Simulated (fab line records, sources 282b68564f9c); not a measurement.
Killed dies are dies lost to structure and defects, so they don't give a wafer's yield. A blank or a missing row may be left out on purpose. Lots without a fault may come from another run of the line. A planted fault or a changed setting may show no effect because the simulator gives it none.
Which tool did it? | flow rit_cmos | 6 lots, 18 wafers sampled, at 3 steps of a route of 202

WHAT THE GAUGES READ, wafer by wafer
RIT_NLDD_OVL_MEAS_06.
lot  | measured    | on         | NLDD_OVL (nm)
L458 | day 2 22:59 | overlay-02 | -1.9 -1.1 0.5
L461 | day 3 15:46 | overlay-01 | -2.6 -1.6 -3.8
L465 | day 4 14:20 | overlay-02 | -0.5 -1.0 -0.7
L467 | day 5 01:46 | overlay-01 | 0.4 -0.2 1.1
L469 | day 5 11:02 | overlay-02 | - - -
L478 | day 7 05:35 | overlay-01 | -2.9 -3.2 -3.0

WHICH TOOL RAN EACH LOT (tool, then ch and the chambers of the sampled wafers, then the start)
lot  | RIT_PWELL_STRIP_09                  | RIT_NLDD_EXPOSE_03
L458 | plasma_asher-04 ch 0,1, day 2 04:03 | iline_stepper-02 ch 0, day 2 22:37
L461 | plasma_asher-02 ch 0,1, day 2 19:36 | iline_stepper-01 ch 0, day 3 15:22
L465 | plasma_asher-01 ch 0,1, day 3 15:40 | iline_stepper-02 ch 0, day 4 13:58
L467 | plasma_asher-01 ch 0,1, day 4 03:43 | iline_stepper-02 ch 0, day 5 01:22
L469 | plasma_asher-01 ch 0,1, day 4 12:14 | iline_stepper-01 ch 0, day 5 10:35
L478 | plasma_asher-04 ch 0,1, day 6 09:49 | iline_stepper-01 ch 0, day 7 05:11
- RIT_PWELL_STRIP_09: strips in O2, time 180 s.
- RIT_NLDD_EXPOSE_03: exposes mask M7, target cd 40700 nm.

THE ANSWER, worked out from the rows above alone
Rule: what is usual is taken from the lots themselves. Put in order of their means at a reading, lots are off if they are a third of the lots or fewer, leave a main group of 4 or more, and stand apart from it by a gap of 3 or more times the standard deviation of the main group's means; of several such gaps the widest counts. A main group whose means are all the same, to the digits that the tables above print for the reading, isn't used. A lot without any number at a reading at which 4 lots or more have one is off too. The other lots that the step has rows for count as sound.
Off: L469, at RIT_NLDD_OVL_MEAS_06 (NLDD_OVL). Without a number there: L469. The main group: mean -1.4 nm, standard deviation 1.3.
A tool fits if, at a process step before that reading, it ran every lot that is off, and no sound lot after the first of them. The gauges at RIT_NLDD_OVL_MEAS_06 are tried like those tools. Can't be told from this: 2 tools fit, plasma_asher-01 at RIT_PWELL_STRIP_09, overlay-02 at RIT_NLDD_OVL_MEAS_06.

WHAT THE SIMULATOR HAD PUT IN
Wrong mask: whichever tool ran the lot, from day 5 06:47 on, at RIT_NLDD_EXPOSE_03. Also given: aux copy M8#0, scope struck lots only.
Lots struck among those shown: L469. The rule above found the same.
